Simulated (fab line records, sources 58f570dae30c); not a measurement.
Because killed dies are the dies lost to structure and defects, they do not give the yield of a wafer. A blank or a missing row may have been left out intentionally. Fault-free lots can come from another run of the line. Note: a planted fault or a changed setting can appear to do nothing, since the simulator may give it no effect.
Which of the tools did it? + flow berkeleyCmos170 + 42 wafers from 14 lots sampled at 4 of the route's 331 steps

== WHAT EACH GAUGE READ, for each wafer ==
UCB170_V2_CD_MEAS_90 targets a cd of 700 nm.
| lot  | measured     | on       | cdNm (nm)         |
|------|--------------|----------|-------------------|
| L142 | day 7 20:08  | cdSem-01 | 700.3 700.8 699.9 |
| L146 | day 8 11:23  | cdSem-02 | 697.9 698.7 698.5 |
| L147 | day 8 12:28  | cdSem-02 | 700.5 700.7 702.0 |
| L145 | day 8 22:46  | cdSem-01 | 696.7 697.4 697.4 |
| L148 | day 8 22:08  | cdSem-01 | 700.9 699.4 697.9 |
| L149 | day 9 01:35  | cdSem-02 | 701.1 701.6 698.7 |
| L150 | day 9 07:39  | cdSem-01 | 699.2 697.8 701.1 |
| L152 | day 9 23:18  | cdSem-02 | 698.5 698.8 698.7 |
| L151 | day 9 23:45  | cdSem-02 | 701.2 701.1 700.5 |
| L154 | day 10 08:23 | cdSem-02 | 701.1 700.1 701.0 |
| L153 | day 10 07:31 | cdSem-01 | 698.6 699.5 698.2 |
| L157 | day 10 18:06 | cdSem-01 | 700.8 699.3 699.2 |
| L163 | day 12 13:04 | cdSem-02 | 700.2 699.1 699.2 |
| L165 | day 12 13:42 | cdSem-01 | 701.2 699.7 699.1 |

UCB170_M3_CD_MEAS_90 targets a cd of 700 nm.
| lot  | measured     | on       | cdNm (nm)         |
|------|--------------|----------|-------------------|
| L142 | day 7 22:46  | cdSem-02 | 697.6 701.3 701.7 |
| L146 | day 8 14:00  | cdSem-02 | 700.8 700.6 698.9 |
| L147 | day 8 15:10  | cdSem-02 | 702.8 700.5 704.4 |
| L145 | day 9 02:56  | cdSem-01 | 699.3 707.4 702.2 |
| L148 | day 9 02:34  | cdSem-02 | 696.5 700.9 698.3 |
| L149 | day 9 04:34  | cdSem-02 | 698.7 701.9 699.2 |
| L150 | day 9 10:47  | cdSem-02 | 699.8 698.3 700.8 |
| L152 | day 10 03:34 | cdSem-01 | 698.1 695.8 699.2 |
| L151 | day 10 03:55 | cdSem-02 | 700.7 700.5 696.5 |
| L154 | day 10 12:08 | cdSem-02 | 696.0 698.2 698.9 |
| L153 | day 10 10:06 | cdSem-02 | 699.5 697.9 697.0 |
| L157 | day 10 20:43 | cdSem-02 | 701.5 701.5 702.0 |
| L163 | day 12 16:26 | cdSem-01 | 697.6 698.4 702.4 |
| L165 | day 12 16:46 | cdSem-02 | 701.9 698.9 700.4 |

== WHICH TOOL RAN EACH LOT (tool, then ch and the chambers of the sampled wafers, then the start) ==
| lot  | UCB170_CONTACT_ETCH_17            | UCB170_M2_ETCH_17                 |
|------|-----------------------------------|-----------------------------------|
| L142 | rieDiel-04 ch 0,1,3, day 7 05:44  | rieDiel-01 ch 1,2,3, day 7 16:54  |
| L146 | rieDiel-02 ch 0,3, day 7 17:49    | rieDiel-01 ch 1,2, day 8 08:47    |
| L147 | rieDiel-01 ch 0,3, day 7 20:06    | rieDiel-04 ch 0,1,2, day 8 09:08  |
| L145 | rieDiel-04 ch 1,2,3, day 8 04:55  | rieDiel-01 ch 0,2,3, day 8 19:52  |
| L148 | rieDiel-01 ch 1,2,3, day 8 06:00  | rieDiel-04 ch 0,1,2, day 8 19:25  |
| L149 | rieDiel-02 ch 2,3, day 8 06:49    | rieDiel-04 ch 0,2, day 8 20:25    |
| L150 | rieDiel-04 ch 0,1, day 8 16:01    | rieDiel-04 ch 1,2,3, day 9 04:19  |
| L152 | rieDiel-01 ch 0,1,2, day 9 10:08  | rieDiel-04 ch 0,1,3, day 9 20:18  |
| L151 | rieDiel-04 ch 1,3, day 9 10:14    | rieDiel-03 ch 1,2, day 9 20:46    |
| L154 | rieDiel-04 ch 0,1,2, day 9 15:08  | rieDiel-03 ch 0,1,2, day 10 05:04 |
| L153 | rieDiel-04 ch 1,3, day 9 15:25    | rieDiel-04 ch 1,2,3, day 10 04:29 |
| L157 | rieDiel-01 ch 0,2,3, day 10 03:06 | rieDiel-01 ch 0,1, day 10 15:07   |
| L163 | rieDiel-01 ch 0,1, day 11 18:46   | rieDiel-03 ch 0,3, day 12 10:25   |
| L165 | rieDiel-04 ch 1,2, day 12 00:41   | rieDiel-01 ch 0,2,3, day 12 10:53 |
- UCB170_CONTACT_ETCH_17: etches BARC in N2/H2.
- UCB170_M2_ETCH_17: etches BARC in N2/H2.

== AS READ BY THE TOOLS THEMSELVES (means over the sampled wafers that have a number; for cases with no such wafer, the mark the record gives instead) ==
UCB170_CONTACT_ETCH_17.
| lot  | tool       | drypumpMotorCurrentA (A) | oesProductAu (a.u.) | throttleValvePct (%) |
|------|------------|--------------------------|---------------------|----------------------|
| L142 | rieDiel-04 | 5.78                     | 1.001               | 13.30                |
| L146 | rieDiel-02 | 5.91                     | 1.003               | 13.21                |
| L147 | rieDiel-01 | 5.91                     | 1.033               | 13.23                |
| L145 | rieDiel-04 | 6.07                     | 0.996               | 13.37                |
| L148 | rieDiel-01 | 5.67                     | 0.996               | 13.22                |
| L149 | rieDiel-02 | 5.49                     | 0.983               | 13.16                |
| L150 | rieDiel-04 | 5.84                     | 1.012               | 13.18                |
| L152 | rieDiel-01 | 5.83                     | 1.000               | 13.26                |
| L151 | rieDiel-04 | 5.92                     | 1.014               | 13.31                |
| L154 | rieDiel-04 | 5.97                     | 0.993               | 13.24                |
| L153 | rieDiel-04 | 5.87                     | 1.010               | 13.43                |
| L157 | rieDiel-01 | 5.80                     | 1.014               | 13.22                |
| L163 | rieDiel-01 | 5.84                     | 0.997               | 13.23                |
| L165 | rieDiel-04 | 6.09                     | 1.001               | 13.24                |

UCB170_M2_ETCH_17.
| lot  | tool       | drypumpMotorCurrentA (A) | oesProductAu (a.u.) | throttleValvePct (%) |
|------|------------|--------------------------|---------------------|----------------------|
| L142 | rieDiel-01 | 5.7                      | 1.001               | 13.24                |
| L146 | rieDiel-01 | 5.7                      | 0.981               | 13.27                |
| L147 | rieDiel-04 | 6.0                      | 0.998               | 13.23                |
| L145 | rieDiel-01 | 5.8                      | 1.011               | 13.24                |
| L148 | rieDiel-04 | 5.9                      | 1.000               | 13.24                |
| L149 | rieDiel-04 | 6.1                      | 0.976               | 13.30                |
| L150 | rieDiel-04 | 6.1                      | 1.003               | 13.36                |
| L152 | rieDiel-04 | 5.8                      | 1.014               | 13.30                |
| L151 | rieDiel-03 | 6.1                      | 1.014               | 13.42                |
| L154 | rieDiel-03 | 5.9                      | 1.008               | 13.47                |
| L153 | rieDiel-04 | 6.1                      | 0.990               | 13.37                |
| L157 | rieDiel-01 | 6.0                      | 1.013               | 13.27                |
| L163 | rieDiel-03 | 5.6                      | 1.011               | 13.52                |
| L165 | rieDiel-01 | 5.8                      | 1.017               | 13.24                |

== THE ANSWER, worked out from the rows above alone ==
Rule: the lots themselves supply what counts as usual. The widest of any qualifying gaps counts: lots, ordered by their means at a reading, are off when they make up no more than a third of the lots, leave a main group of 4 or more, and stand apart from it by 3 or more times the standard deviation of that group's means. A main group is skipped when, at the precision printed for the reading in the tables above, its means are all equal. Also off: a lot with no number at a reading for which 4 or more lots have one. The other lots that the step has rows for count as sound. The gauges are gone through in route order, then the tools' own readings, and for those a lot's mean is taken as printed above. The first step at which some lot is off is used, and at that step the reading that is off furthest; a lot without a number counts as furthest.
No lot is off at any reading shown: from this, nothing can be told.

== WHAT WAS PUT IN BY THE SIMULATOR ==
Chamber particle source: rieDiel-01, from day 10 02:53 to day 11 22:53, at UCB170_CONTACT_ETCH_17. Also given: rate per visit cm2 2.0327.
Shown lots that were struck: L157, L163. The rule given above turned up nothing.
